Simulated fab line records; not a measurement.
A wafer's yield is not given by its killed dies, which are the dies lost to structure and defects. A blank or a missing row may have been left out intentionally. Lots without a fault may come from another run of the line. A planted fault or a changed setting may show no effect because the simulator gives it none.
Comparing a struck lot with a sound one -- flow rit-cmos -- 15 steps out of a route of 202
Sound: these wafers, L765.1, L765.4, L765.5. Wafers struck: L777.1, L777.2, L777.3. At the end, the cause is stated.
Order at every step that has rows: each side's tool, ch and its chambers, its first start. Under that, the readings that differ: sound wafers -- struck wafers -- difference of the means -- sigmas: that difference in standard deviations of wafers without a fault.
alike: readings with means less than 2 such deviations apart, plus words and numbers identical on both sides. not compared: withheld readings, readings lacking a value on some wafer, bounds such as >300 that could conceal the same value, and numbers that have no deviation in the record and whose values overlap.
A row with sigmas, a row that says differs or no value, or rows on one side alone: a step with any of these is where the two part. Numbers that don't overlap but have no deviation are shown without sigmas and don't part them. A reading missing from all wafers of one side parts the sides only when that side holds two or more wafers.

RIT_NSD_TW_MEAS_10:
  sound on film-metro-03, day 5 00:51; struck on film-metro-01, day 7 06:38
  alike: NSD_TW
then, 6 steps without rows for these wafers: RIT_PSD_HMDS_00 (prime time 60 s); RIT_PSD_COAT_01 (resist thk 1000 nm); RIT_PSD_SOFTBAKE_02 (time 60 s); RIT_PSD_EXPOSE_03 (exposes mask M10, target cd 40900 nm); RIT_PSD_PEB_04; RIT_PSD_DEVELOP_05 (develop time 50 s).
RIT_PSD_OVL_MEAS_06:
  sound on overlay-02, day 5 01:58; struck on overlay-01, day 7 07:33
  alike: PSD_OVL
then, 2 steps without rows for these wafers: RIT_PSD_HARDBAKE_07 (time 60 s); RIT_PSD_IMPLANT_08.
RIT_PSD_STRIP_09: strips in O2, time 180 s.
  sound on plasma-asher-04 ch 0,1, day 5 02:18; struck on plasma-asher-03 ch 0,1, day 7 07:53
  alike: drypump-motor-current-A
  not compared: rf-hours-counter-h
RIT_PSD_TW_MEAS_10:
  sound on film-metro-02, day 5 02:29; struck on film-metro-02, day 7 08:04
  alike: PSD_TW
RIT_SDANNEAL_CLEAN_00: cleans in SC1, time 600 s.
  sound on wet-bench-03 ch 1, day 5 02:32; struck on wet-bench-03 ch 0, day 7 08:08
reading,sound,struck,difference,sigmas
run-length-s (s),627 627 627,590 590 590,-37,-9
then, 1 step without rows for these wafers: RIT_SDANNEAL_CLEAN_01 (cleans in dHF, time 30 s).
RIT_M1_PROBE_99:
  the record has rows for the sound wafers here (prober-01, day 5 10:58) and none for the struck ones

WHERE THEY PART
Last at RIT_M1_PROBE_99 as far as this record goes, first at RIT_SDANNEAL_CLEAN_00.

WHY: what the simulator had put in
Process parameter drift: wet-bench-03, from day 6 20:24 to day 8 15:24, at RIT_SDANNEAL_CLEAN_00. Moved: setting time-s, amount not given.
